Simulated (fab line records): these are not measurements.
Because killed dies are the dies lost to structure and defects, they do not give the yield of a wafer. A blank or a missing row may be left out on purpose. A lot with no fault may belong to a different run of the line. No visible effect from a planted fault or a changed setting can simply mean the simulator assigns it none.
Struck lot and sound lot, side by side	flow berkeleyCmos170	14 steps out of a route of 331
Sound: wafers L488.3, L488.5, L488.6. The struck wafers were L485.2, L485.3, L485.5. The cause comes at the end.
At each step with rows: each side's tool, then ch and its chambers, then its first start. Under that, the readings that differ: sound wafers	struck wafers	difference of the means	sigmas: that difference in standard deviations of wafers without a fault.
alike: readings with means less than 2 such deviations apart, plus words and numbers identical on both sides. not compared: withheld readings, readings lacking a value on some wafer, bounds such as >300 that could conceal the same value, and numbers that have no deviation in the record and whose values overlap.
The two part at a step that has a row with sigmas, a row that says differs or no value, or rows on one side only. Numbers that don't overlap but have no deviation are shown without sigmas and don't part them. A reading that every wafer of one side lacks parts them only if that side has two wafers or more.

first, 3 steps without rows for these wafers: UCB170_ACTIVE_CLEAN_00 (cleans in SPM, time 600 s); UCB170_ACTIVE_CLEAN_01 (cleans in dHF, time 60 s); UCB170_ACTIVE_OXIDATION_02 (target thk 26.4 nm, ox time 1260 s).
UCB170_ACTIVE_THK_MEAS_03:
  sound: filmMetro-04 at day 6 21:05; struck: filmMetro-01 at day 6 07:01
  alike: ACTIVE_OXIDE_THK
then, 2 steps without rows for these wafers: UCB170_ACTIVE_ANNEAL_04 (time 900 s); UCB170_ACTIVE_CVD_05 (deposits Si3N4 from SiH2Cl2/NH3, target thk 220 nm, time 3300 s).
UCB170_ACTIVE_THK_MEAS_06:
  sound: filmMetro-02 at day 7 07:31; struck: filmMetro-01 at day 6 14:32
  alike: ACTIVE_NITRIDE_THK
then, 5 steps without rows for these wafers: UCB170_ACTIVE_HMDS_07 (prime time 60 s); UCB170_ACTIVE_COAT_08 (resist thk 900 nm); UCB170_ACTIVE_SOFTBAKE_09 (time 60 s); UCB170_ACTIVE_EXPOSE_10 (exposes mask ACTIVE, target cd 1200 nm); UCB170_ACTIVE_PEB_11.
UCB170_ACTIVE_DEVELOP_12: develop time 45 s.
  sound on lithoTrack-04 ch 0, day 7 08:00; struck on lithoTrack-03, day 6 15:00
  no value came back on the struck wafers for chillPlateTempC (C), developTimeS (s); on the sound wafers chillPlateTempC (C) reads 22.89 22.98 22.88
reading	sound	struck	difference	sigmas
model.KrF_of_ACTIVE_COAT_08.thkNm (nm)	889.5 887.5 892.7	903 902 901.9	+12	
UCB170_ACTIVE_CD_MEAS_13: target cd 1200 nm.
  sound: cdSem-01 at day 7 08:45; struck: cdSem-01 at day 6 15:27
reading	sound	struck	difference	sigmas
cdNm (nm)	1201.5 1201.9 1201.5	- - -	no value on the struck wafers	

WHERE THEY PART
First at UCB170_ACTIVE_DEVELOP_12; last, within this record, at UCB170_ACTIVE_CD_MEAS_13.

WHY: the cause the simulator had injected
Skipped step whole: lithoTrack-03, from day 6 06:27 on, at UCB170_ACTIVE_DEVELOP_12. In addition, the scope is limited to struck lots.
